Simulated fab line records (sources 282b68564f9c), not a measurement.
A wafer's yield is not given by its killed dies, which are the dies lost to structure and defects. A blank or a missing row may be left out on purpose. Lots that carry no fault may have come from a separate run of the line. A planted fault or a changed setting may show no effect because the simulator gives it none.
Which tool is to blame? -- flow ritCmos -- 48 wafers from 16 lots sampled at 3 of the route's 202 steps

WHAT THE GAUGES SHOWED, per wafer
RIT_NLDD_TW_MEAS_10.
lot,measured,on,NLDD_TW
L791,day 3 00:32,filmMetro-02,2503 2512 2518
L792,day 3 05:44,filmMetro-03,2490 2490 2508
L793,day 3 07:44,filmMetro-01,2471 2475 2475
L794,day 3 15:21,filmMetro-01,2467 2472 2462
L795,day 3 23:10,filmMetro-01,2466 2458 2471
L796,day 3 23:24,filmMetro-02,2509 2510 2513
L797,day 4 02:34,filmMetro-03,2489 2485 2477
L798,day 4 10:59,filmMetro-01,2466 2462 2464
L799,day 4 12:29,filmMetro-03,2470 2495 2490
L800,day 4 20:13,filmMetro-01,2457 2468 2466
L801,day 5 03:47,filmMetro-01,2469 2463 2466
L802,day 5 06:10,filmMetro-03,2477 2498 2492
L803,day 5 07:52,filmMetro-03,1338 1332 1329
L804,day 5 16:22,filmMetro-03,1334 1340 1331
L805,day 5 22:24,filmMetro-01,1308 1311 1314
L806,day 6 07:07,filmMetro-01,1323 1326 1330

RIT_SDANNEAL_RS_MEAS_07: a four-point-probe measurement.
lot,measured,on,NLDD_RS (ohm/sq)
L791,day 3 08:25,filmMetro-03,151.0 151.2 150.9
L792,day 3 15:03,filmMetro-03,150.2 150.8 150.9
L793,day 3 18:35,filmMetro-01,151.8 151.2 151.2
L794,day 4 01:13,filmMetro-03,150.6 150.9 151.4
L795,day 4 07:18,filmMetro-03,151.7 152.2 151.5
L796,day 4 08:36,filmMetro-01,151.3 151.4 151.6
L797,day 4 10:54,filmMetro-03,151.7 151.8 152.4
L798,day 4 19:42,filmMetro-01,150.5 151.1 151.4
L799,day 4 20:29,filmMetro-02,150.8 151.1 150.7
L800,day 5 04:06,filmMetro-03,150.4 150.8 150.2
L801,day 5 11:56,filmMetro-01,152.0 151.8 151.8
L802,day 5 15:14,filmMetro-03,151.9 152.0 151.4
L803,day 5 16:04,filmMetro-02,81.6 81.6 81.7
L804,day 6 00:17,filmMetro-03,81.4 81.4 81.4
L805,day 6 06:28,filmMetro-03,81.3 81.6 81.5
L806,day 6 14:58,filmMetro-01,81.6 81.6 81.6

TOOL THAT RAN EACH LOT (tool first, then ch and the chambers of the sampled wafers, then the start)
lot,RIT_NLDD_IMPLANT_08
L791,"implanter-01 ch 0, day 3 00:12"
L792,"implanter-01 ch 0, day 3 05:25"
L793,"implanter-01 ch 0, day 3 07:26"
L794,"implanter-01 ch 0, day 3 15:02"
L795,"implanter-03 ch 0, day 3 22:52"
L796,"implanter-02 ch 0, day 3 23:05"
L797,"implanter-01 ch 0, day 4 02:14"
L798,"implanter-01 ch 0, day 4 10:40"
L799,"implanter-01 ch 0, day 4 12:11"
L800,"implanter-01 ch 0, day 4 19:53"
L801,"implanter-03 ch 0, day 5 03:28"
L802,"implanter-01 ch 0, day 5 05:51"
L803,"implanter-01 ch 0, day 5 07:32"
L804,"implanter-01 ch 0, day 5 16:03"
L805,"implanter-02 ch 0, day 5 22:05"
L806,"implanter-03 ch 0, day 6 06:49"
- RIT_NLDD_IMPLANT_08

WHAT THE TOOLS THEMSELVES READ (means of the sampled wafers that have a number; where no wafer has one, the mark that the record gives instead)
The record holds no such reading with a usual standard deviation.

THE ANSWER, worked out from the rows above alone
Rule: the usual values come from the lots themselves. The widest of any qualifying gaps counts: lots, ordered by their means at a reading, are off when they make up no more than a third of the lots, leave a main group of 4 or more, and stand apart from it by 3 or more times the standard deviation of that group's means. The tables above print the reading to a certain number of digits; a main group whose means all agree to those digits is not used. Also off: a lot with no number at a reading for which 4 or more lots have one. All remaining lots with rows at the step are treated as sound. After the gauges, taken in route order, come the tools' own readings; for these a lot's mean is taken, as printed above. At the first step where some lot is off, the reading lying furthest off is the one used; lots without a number count as furthest.
Off: L803, L804, L805, L806, at RIT_NLDD_TW_MEAS_10 (NLDD_TW). The main group: mean 2481, standard deviation 17.
A tool fits if, at a process step before that reading, it ran every lot that is off, and no sound lot after the first of them. Those tools and the gauges at RIT_NLDD_TW_MEAS_10 are tried in the same way. None of those tried fits.

WHAT THE SIMULATOR HAD PUT IN
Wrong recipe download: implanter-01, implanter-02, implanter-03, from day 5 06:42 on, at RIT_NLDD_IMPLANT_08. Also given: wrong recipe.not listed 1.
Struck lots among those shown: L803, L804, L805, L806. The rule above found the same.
